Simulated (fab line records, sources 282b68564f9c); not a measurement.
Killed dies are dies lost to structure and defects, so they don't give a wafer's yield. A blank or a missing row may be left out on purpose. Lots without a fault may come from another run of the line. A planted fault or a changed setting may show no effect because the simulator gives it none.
A struck lot beside a sound one | flow rit_cmos | 15 steps out of a route of 202
Sound: wafers L907.2, L907.4, L907.5. Struck: wafers L909.1, L909.5, L909.6. The cause comes at the end.
At each step with rows: each side's tool, then ch and its chambers, then its first start. Under that, the readings that differ: sound wafers | struck wafers | difference of the means | sigmas: that difference in standard deviations of wafers without a fault.
alike: readings whose means differ by less than 2 such deviations, and words and numbers that are the same on both sides. not compared: withheld readings, readings that some wafer has no value for, bounds like >300 that may hide the same value, and numbers for which the record gives no deviation and whose values overlap.
The two part at a step that has a row with sigmas, a row that says differs or no value, or rows on one side only. Numbers that don't overlap but have no deviation are shown without sigmas and don't part them. A reading that every wafer of one side lacks parts them only if that side has two wafers or more.

first, 6 steps without rows for these wafers: RIT_PRETRO_HMDS_00 (prime time 60 s); RIT_PRETRO_COAT_01 (resist thk 1300 nm); RIT_PRETRO_SOFTBAKE_02 (time 60 s); RIT_PRETRO_EXPOSE_03 (exposes mask M5, target cd 43700 nm); RIT_PRETRO_PEB_04; RIT_PRETRO_DEVELOP_05 (develop time 68 s).
RIT_PRETRO_OVL_MEAS_06:
  sound on overlay-01, day 4 13:31; struck on overlay-02, day 4 20:43
  alike: PRETRO_OVL
then, 2 steps without rows for these wafers: RIT_PRETRO_HARDBAKE_07 (time 120 s); RIT_PRETRO_IMPLANT_08.
RIT_PRETRO_STRIP_09: strips in O2, time 180 s.
  sound on plasma_asher-01 ch 1, day 4 13:57; struck on plasma_asher-04 ch 0,1, day 4 21:10
  alike: drypump_motor_current_A
  not compared: rf_hours_counter_h
RIT_PRETRO_TW_MEAS_10:
  sound on film_metro-03, day 4 14:08; struck on film_metro-01, day 4 21:20
  reading   | sound       | struck      | difference | sigmas
  PRETRO_TW | 470 470 472 | 482 480 480 | +10        | +2
then, 1 step without rows for these wafers: RIT_GATE_WET_ETCH_00 (etches SiO2 in BOE, target depth 56 nm, time 60 s).
RIT_GATE_CLEAN_01: cleans in SC1, time 600 s.
  sound on wet_bench-03 ch 0, day 4 14:13; struck on wet_bench-04 ch 2, day 4 21:25
  no value came back on the struck wafers for bath_guard_temp_C (C), bath_heat_duty_pct (%), time_s (s); on the sound wafers bath_guard_temp_C (C) reads 75.4 75.4 75.7
then, 1 step without rows for these wafers: RIT_GATE_CLEAN_02 (cleans in dHF, time 30 s).
RIT_M1_PROBE_99:
  sound on prober-01, day 5 19:17; struck on prober-02, day 6 02:01
  alike: killed_at_contacts, killed_at_front_end, killed_dies, killed_open, killed_short

WHERE THEY PART
First at RIT_PRETRO_TW_MEAS_10; last, within this record, at RIT_GATE_CLEAN_01. Later steps at which nothing parts them and some readings are alike: RIT_M1_PROBE_99.

WHY: what the simulator had put in
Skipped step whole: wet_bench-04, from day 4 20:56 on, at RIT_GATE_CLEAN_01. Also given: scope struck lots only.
